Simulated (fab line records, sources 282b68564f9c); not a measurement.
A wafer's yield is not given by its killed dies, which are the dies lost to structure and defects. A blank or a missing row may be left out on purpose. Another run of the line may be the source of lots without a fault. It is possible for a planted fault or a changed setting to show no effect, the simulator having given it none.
Which of the tools did it? | flow rit-cmos | 15 lots with 45 wafers sampled at 2 steps, on a route of 202 steps

WHAT EACH GAUGE READ, for each wafer
The record holds no reading of a measuring or inspecting step that can be judged against a usual standard deviation.

EACH LOT AND THE TOOL THAT RAN IT (in order: tool; ch and the chambers of the sampled wafers; start)
lot  | RIT_CONTACT_DEVELOP_07           | RIT_M1_PROBE_99
L117 | litho-track-02 ch 0, day 3 11:00 | -
L118 | litho-track-04 ch 0, day 3 16:00 | -
L121 | litho-track-04 ch 0, day 4 10:00 | prober-02, day 4 16:34
L122 | litho-track-04 ch 0, day 4 11:00 | -
L124 | litho-track-02 ch 0, day 5 01:00 | -
L126 | litho-track-04 ch 0, day 5 10:00 | prober-01, day 5 16:13
L128 | litho-track-03 ch 0, day 5 21:00 | -
L129 | litho-track-03 ch 0, day 5 23:00 | prober-02, day 6 05:25
L131 | litho-track-02 ch 0, day 6 14:00 | -
L132 | litho-track-03 ch 0, day 7 03:00 | -
L133 | litho-track-04 ch 0, day 7 05:00 | -
L134 | litho-track-03 ch 0, day 7 09:00 | prober-01, day 7 15:26
L135 | litho-track-03 ch 0, day 7 15:00 | prober-02, day 7 21:08
L136 | litho-track-04 ch 0, day 7 22:00 | prober-01, day 8 03:58
L140 | litho-track-04 ch 0, day 8 11:00 | -
- RIT_CONTACT_DEVELOP_07: develop time 120 s.
- RIT_M1_PROBE_99

AS READ BY THE TOOLS THEMSELVES (means over the sampled wafers that have a number; for cases with no such wafer, the mark the record gives instead)
RIT_CONTACT_DEVELOP_07.
lot  | tool           | developer-temp-C (C) | resist-line-temp-C (C)
L117 | litho-track-02 | 23.03                | 23.12
L118 | litho-track-04 | 22.98                | 22.85
L121 | litho-track-04 | 22.89                | 23.02
L122 | litho-track-04 | 23.04                | 23.02
L124 | litho-track-02 | 23.01                | 22.89
L126 | litho-track-04 | 22.95                | 23.06
L128 | litho-track-03 | 22.96                | 23.09
L129 | litho-track-03 | 22.93                | 22.98
L131 | litho-track-02 | 22.95                | 23.09
L132 | litho-track-03 | 23.65                | 22.94
L133 | litho-track-04 | 22.96                | 22.96
L134 | litho-track-03 | 23.81                | 22.94
L135 | litho-track-03 | 23.75                | 23.05
L136 | litho-track-04 | 22.96                | 23.08
L140 | litho-track-04 | 23.21                | 23.07

RIT_M1_PROBE_99.
lot  | tool      | killed-at-contacts | killed-at-front-end | killed-dies | killed-on-rim | killed-open | killed-short
L121 | prober-02 | 0.0                | 5.3                 | 5.3         | 1.7           | 2.0         | 3.3
L126 | prober-01 | 0.0                | 9.0                 | 9.0         | 1.7           | 4.3         | 4.7
L129 | prober-02 | 0.0                | 9.3                 | 9.3         | 2.7           | 3.3         | 6.0
L134 | prober-01 | 0.3                | 6.3                 | 6.7         | 2.7           | 3.0         | 3.7
L135 | prober-02 | 0.0                | 10.0                | 10.0        | 3.3           | 4.0         | 6.0
L136 | prober-01 | 0.0                | 6.3                 | 6.3         | 1.7           | 4.0         | 2.3

THE ANSWER, worked out from the rows above alone
Rule: usual is defined by the lots themselves. The widest of any qualifying gaps counts: lots, ordered by their means at a reading, are off when they make up no more than a third of the lots, leave a main group of 4 or more, and stand apart from it by 3 or more times the standard deviation of that group's means. A main group is skipped when, at the precision printed for the reading in the tables above, its means are all equal. A lot without any number at a reading at which 4 lots or more have one is off too. All remaining lots with rows at the step are treated as sound. After the gauges, taken in route order, come the tools' own readings; for these a lot's mean is taken, as printed above. At the first step where some lot is off, the reading lying furthest off is the one used; lots without a number count as furthest.
Off, at RIT_CONTACT_DEVELOP_07 on developer-temp-C: L132, L134, L135. Mean 22.99 C and standard deviation 0.078 in the main group.
A tool fits if, at that step or a process step before it, it ran every lot that is off, and no sound lot after the first of them. One fits: RIT_CONTACT_DEVELOP_07 on litho-track-03. Its last sound lot is L129 (day 5 23:00), its first lot that is off L132 (day 7 03:00): a fault that began between those two fits.
The tool's own readings at RIT_CONTACT_DEVELOP_07 bear it out: on the lots that are off they differ by more than 5 times the standard deviation of the sound lots' means. developer-temp-C reads 23.74 C there against 22.99 C on the sound lots.

WHAT THE SIMULATOR HAD PUT IN
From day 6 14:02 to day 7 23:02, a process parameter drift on litho-track-03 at RIT_CONTACT_DEVELOP_07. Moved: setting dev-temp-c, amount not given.
Shown lots that were struck: L132, L134, L135. The rule given above showed the same thing.
